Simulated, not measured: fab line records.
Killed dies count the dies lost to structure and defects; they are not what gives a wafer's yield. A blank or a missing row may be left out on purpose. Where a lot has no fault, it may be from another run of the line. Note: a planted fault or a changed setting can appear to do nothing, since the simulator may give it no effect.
fab line records | flow berkeleyCmos170
record lots=15 wafers=45 lastDay=13
route steps=331 shown CONTACT@232 M1@238
lots untouched by any fault: they come from a run of this same line in which no faults occurred
startH: start of the lot's first displayed wafer, in hours after the record's first day | waitH: time in hours since the lot's previous step | " as in the row above | L1.1+2: a single row standing in for several wafers | - no value, or no start given | * or withheld: withheld | < > ~ a bound
route shown NAME@n: NAME is a module with steps in the file, n the number in the route of the first one | usual: the fault-free wafers' mean and standard deviation | same: alike in all rows | chamber/n: place in a boat | sites: each site's reading | _std_site: the standard deviation of these | _edge_site: inner sites' mean taken away from outer sites' mean | radiusMm: for every site, how far away it sits from the centre of the wafer | mask NAME#n: copy n | behind: the most recent tool/chamber to have shaped the wafer | hold: the reason the lot was held/the length of the hold in hours/how it ended | device: names the non-switching transistor (n, p or np) | end of line: tests of these same wafers at the route's end | a step given without rows: its recipe and nothing more | killed: at the first sort, the dies lost to defects and structure; wafer yield is something else | map: shows each die of a wafer: x if killed, . if not, _ if none is there
set.NAME: the setting as run; set.NAME@STEP: as run at that earlier step | model.NAME: the simulator's own value behind a step, which no gauge read
a sample of lots followed through the steps of the route, with each step as a table and each wafer as a row
services: a tool's chamber out of use, with start hour (startH, from the record's first day; less than 0 if before it), hours out, and reason
## steps
# step UCB170_CONTACT_OVL_MEAS_16
# usual CONTACT_OVL=1/5.5
# columns lot.wafer tool chamber startH waitH CONTACT_OVL[nm]
L555.2 overlay-02 - 159.11 0.1 -5
L555.4 " - " " -1
L555.5 " - " " -9
L556.1 overlay-02 - 177.64 0.1 6
L556.2 " - " " 7
L556.6 " - " " 4
L557.1 overlay-01 - 185.07 0.1 -12
L557.3 " - " " -12
L557.4 " - " " -4
L563.2 overlay-02 - 215.44 0.1 -2
L563.4 " - " " -1
L563.6 " - " " 5
L565.3 overlay-02 - 215.69 0.1 -2
L565.4 " - " " 0
L565.6 " - " " -2
L564.1 overlay-02 - 215.80 0.1 4
L564.5 " - " " 9
L564.6 " - " " 4
L571.3 overlay-02 - 242.99 0.1 -3
L571.5 " - " " -10
L571.6 " - " " 2
L570.2 overlay-02 - 243.91 0.1 -6
L570.5 " - " " 0
L570.6 " - " " -2
L569.1 overlay-01 - 244.72 0.1 1
L569.3 " - " " -1
L569.6 " - " " 0
L573.1 overlay-01 - 258.64 0.1 -2
L573.4 " - " " 1
L573.5 " - " " 1
L572.1 overlay-02 - 258.89 0.1 2
L572.4 " - " " 8
L572.5 " - " " 3
L577.1 overlay-01 - 269.59 0.1 0
L577.2 " - " " -4
L577.3 " - " " -3
L574.3 overlay-01 - 269.82 0.1 -10
L574.4 " - " " -8
L574.6 " - " " -1
L576.3 overlay-01 - 272.34 0.1 11
L576.4 " - " " 8
L576.6 " - " " 10
L578.3 overlay-01 - 292.09 0.1 5
L578.4 " - " " -4
L578.6 " - " " 0
# step UCB170_M1_SPUTTER_00
# recipe material=Al targetThkNm=600 timeS=80 powerW=6063 chamberPressurePa=0.5
# usual throttleValvePct=30.3/0.88
# columns lot.wafer tool chamber startH waitH throttleValvePct
L555.2 pvdSputter-04 - 159.94 0.0 31.2
L555.4 " - " " 30.6
L555.5 " - " " 29.8
L556.1 pvdSputter-01 - 178.24 0.0 30.8
L556.2 " - " " 29.8
L556.6 " - " " 30.7
L557.1 pvdSputter-01 - 185.69 0.0 30.9
L557.3 " - " " 30.8
L557.4 " - " " 32.3
L563.2 pvdSputter-01 - 216.08 0.0 29.8
L563.4 " - " " 30.5
L563.6 " - " " 29.9
L565.3 pvdSputter-04 - 216.27 0.0 30.6
L565.4 " - " " 29.7
L565.6 " - " " 29.9
L564.1 pvdSputter-03 - 216.39 0.0 30.2
L564.5 " - " " 28.0
L564.6 " - " " 30.3
L571.3 pvdSputter-04 - 243.63 0.0 31.1
L571.5 " - " " 29.5
L571.6 " - " " 30.8
L570.2 pvdSputter-03 - 244.50 0.0 28.1
L570.5 " - " " 30.1
L570.6 " - " " 28.1
L569.1 pvdSputter-01 - 245.32 0.0 30.5
L569.3 " - " " 32.1
L569.6 " - " " 29.7
L573.1 pvdSputter-01 - 259.26 0.0 30.6
L573.4 " - " " 32.0
L573.5 " - " " 32.0
L572.1 pvdSputter-04 - 259.48 0.0 29.8
L572.4 " - " " 29.6
L572.5 " - " " 29.5
L574.3 pvdSputter-01 - 271.18 0.0 30.6
L574.4 " - " " 32.0
L574.6 " - " " 29.3
L577.1 pvdSputter-04 - 271.18 0.0 30.8
L577.2 " - " " 31.0
L577.3 " - " " 29.5
L576.3 pvdSputter-01 - 273.01 0.0 32.2
L576.4 " - " " 30.7
L576.6 " - " " 29.4
L578.3 pvdSputter-04 - 292.68 0.0 30.6
L578.4 " - " " 29.8
L578.6 " - " " 30.5
# step UCB170_M1_THK_MEAS_02
# recipe thkMeasGauge=xrf reads=Al_of_M1_SPUTTER_00
# usual M1_AL_THK=602/7.2
# columns lot.wafer tool chamber startH waitH M1_AL_THK[nm]
L555.2 filmMetro-04 - 160.13 0.1 614
L555.4 " - " " 611
L555.5 " - " " 606
L556.1 filmMetro-04 - 178.42 0.1 597
L556.2 " - " " 615
L556.6 " - " " 607
L557.1 filmMetro-03 - 185.87 0.1 600
L557.3 " - " " 612
L557.4 " - " " 610
L563.2 filmMetro-02 - 216.27 0.1 600
L563.4 " - " " 590
L563.6 " - " " 601
L565.3 filmMetro-03 - 216.48 0.1 601
L565.4 " - " " 590
L565.6 " - " " 592
L564.1 filmMetro-04 - 216.58 0.1 610
L564.5 " - " " 617
L564.6 " - " " 619
L571.3 filmMetro-04 - 243.83 0.1 604
L571.5 " - " " 601
L571.6 " - " " 606
L570.2 filmMetro-03 - 244.69 0.1 603
L570.5 " - " " 593
L570.6 " - " " 606
L569.1 filmMetro-04 - 245.50 0.1 595
L569.3 " - " " 601
L569.6 " - " " 595
L573.1 filmMetro-03 - 259.44 0.1 591
L573.4 " - " " 594
L573.5 " - " " 595
L572.1 filmMetro-04 - 259.66 0.1 606
L572.4 " - " " 605
L572.5 " - " " 607
L577.1 filmMetro-04 - 271.36 0.1 598
L577.2 " - " " 599
L577.3 " - " " 599
L574.3 filmMetro-02 - 271.38 0.1 599
L574.4 " - " " 603
L574.6 " - " " 595
L576.3 filmMetro-03 - 273.21 0.1 595
L576.4 " - " " 599
L576.6 " - " " 604
L578.3 filmMetro-04 - 292.88 0.1 614
L578.4 " - " " 600
L578.6 " - " " 617
# step UCB170_M1_EXPOSE_06
# recipe maskId=METAL1 targetCdNm=700 na=0.5 sigmaOuter=0.6 sourceShape=conventional doseMj=21
# usual exposureDoseMJCm2=21.000/0.022 focusOffsetNm=0.0/0.61 sigmaOuter=0.6/0
# columns lot.wafer tool chamber startH waitH mask exposureDoseMJCm2 focusOffsetNm sigmaOuter
L555.2 krfScanner-02 0 161.21 - METAL1#0 20.986 -0.5 0.6
L555.4 " 0 " " METAL1#0 21.001 0.0 0.6
L555.5 " 0 " " METAL1#0 21.010 0.0 0.6
L556.1 krfScanner-02 0 179.11 - METAL1#0 20.991 0.0 0.6
L556.2 " 0 " " METAL1#0 20.986 0.6 0.6
L556.6 " 0 " " METAL1#0 20.965 0.0 0.6
L557.1 krfScanner-01 0 186.63 - METAL1#0 21.016 -0.4 0.6
L557.3 " 0 " " METAL1#0 21.018 -0.6 0.6
L557.4 " 0 " " METAL1#0 21.013 0.2 0.6
L563.2 krfScanner-02 - 216.91 - METAL1#0 - - -
L563.4 " - " " METAL1#0 - - -
L563.6 " - " " METAL1#0 - - -
L565.3 krfScanner-01 - 217.18 - METAL1#0 - - -
L565.4 " - " " METAL1#0 - - -
L565.6 " - " " METAL1#0 - - -
L564.1 krfScanner-02 - 217.38 - METAL1#0 - - -
L564.5 " - " " METAL1#0 - - -
L564.6 " - " " METAL1#0 - - -
L571.3 krfScanner-01 0 244.36 - METAL1#0 20.993 -1.0 0.6
L571.5 " 0 " " METAL1#0 20.999 -0.9 0.6
L571.6 " 0 " " METAL1#0 21.006 -0.6 0.6
L570.2 krfScanner-01 0 245.21 - METAL1#0 20.977 0.8 0.6
L570.5 " 0 " " METAL1#0 20.999 0.6 0.6
L570.6 " 0 " " METAL1#0 20.983 0.3 0.6
L569.1 krfScanner-02 0 246.25 - METAL1#0 21.014 0.6 0.6
L569.3 " 0 " " METAL1#0 20.987 -0.1 0.6
L569.6 " 0 " " METAL1#0 20.993 0.8 0.6
L573.1 krfScanner-01 0 260.60 - METAL1#0 21.003 -0.2 0.6
L573.4 " 0 " " METAL1#0 20.979 0.4 0.6
L573.5 " 0 " " METAL1#0 20.971 0.2 0.6
L572.1 krfScanner-02 0 260.86 - METAL1#0 20.988 -1.1 0.6
L572.4 " 0 " " METAL1#0 20.935 -1.5 0.6
L572.5 " 0 " " METAL1#0 21.002 -0.7 0.6
L577.1 krfScanner-02 0 271.87 - METAL1#0 21.026 0.0 0.6
L577.2 " 0 " " METAL1#0 21.005 0.8 0.6
L577.3 " 0 " " METAL1#0 21.025 -0.1 0.6
L574.3 krfScanner-02 0 272.14 - METAL1#0 20.983 -0.1 0.6
L574.4 " 0 " " METAL1#0 21.001 0.0 0.6
L574.6 " 0 " " METAL1#0 20.978 0.0 0.6
L576.3 krfScanner-02 0 274.00 - METAL1#0 21.023 1.0 0.6
L576.4 " 0 " " METAL1#0 20.992 0.3 0.6
L576.6 " 0 " " METAL1#0 21.026 0.2 0.6
L578.3 krfScanner-02 0 293.58 - METAL1#0 21.032 -0.4 0.6
L578.4 " 0 " " METAL1#0 20.982 1.0 0.6
L578.6 " 0 " " METAL1#0 21.002 0.6 0.6
## services
# columns tool chamber startH hours kind
krfScanner-01 - 142.26 0.8 pm
krfScanner-01 - 145.41 0.4 repair
krfScanner-01 - 151.59 4.0 pm
krfScanner-01 - 157.13 1.9 repair
krfScanner-02 - 163.28 1.3 pm
krfScanner-02 - 206.91 2.4 repair
krfScanner-02 - 210.05 1.0 pm
krfScanner-01 - 232.13 1.3 pm
krfScanner-01 - 238.00 1.0 pm
pvdSputter-01 - 261.43 0.7 repair
## key
firstSign step=UCB170_M1_EXPOSE_06 reading=toolRecord direction=missing
effect none on later readings
metAt UCB170_M1_EXPOSE_06
struckLots L563,L564,L565
laterRowsLeftOut L563.2,L563.4,L563.6,L564.1,L564.5,L564.6,L565.3,L565.4,L565.6
sortLeftOut L563.2,L563.4,L563.6,L564.1,L564.5,L564.6,L565.3,L565.4,L565.6
notActingAt UCB170_CONTACT_OVL_MEAS_16,UCB170_M1_SPUTTER_00,UCB170_M1_THK_MEAS_02
onsetBetween 186.63 216.91
fault kind=skippedStepWhole tool=krfScanner-01,krfScanner-02 chamber=- onsetH=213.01 steps=UCB170_M1_EXPOSE_06 scope=struckLotsOnly
# sortLeftOut: the simulated sort isn't trusted on such a fault, so these wafers' sort isn't shown, and their yield isn't known
# laterRowsLeftOut: the simulator's readings of these wafers behind a module that went badly wrong aren't trusted and aren't shown, but for the sort
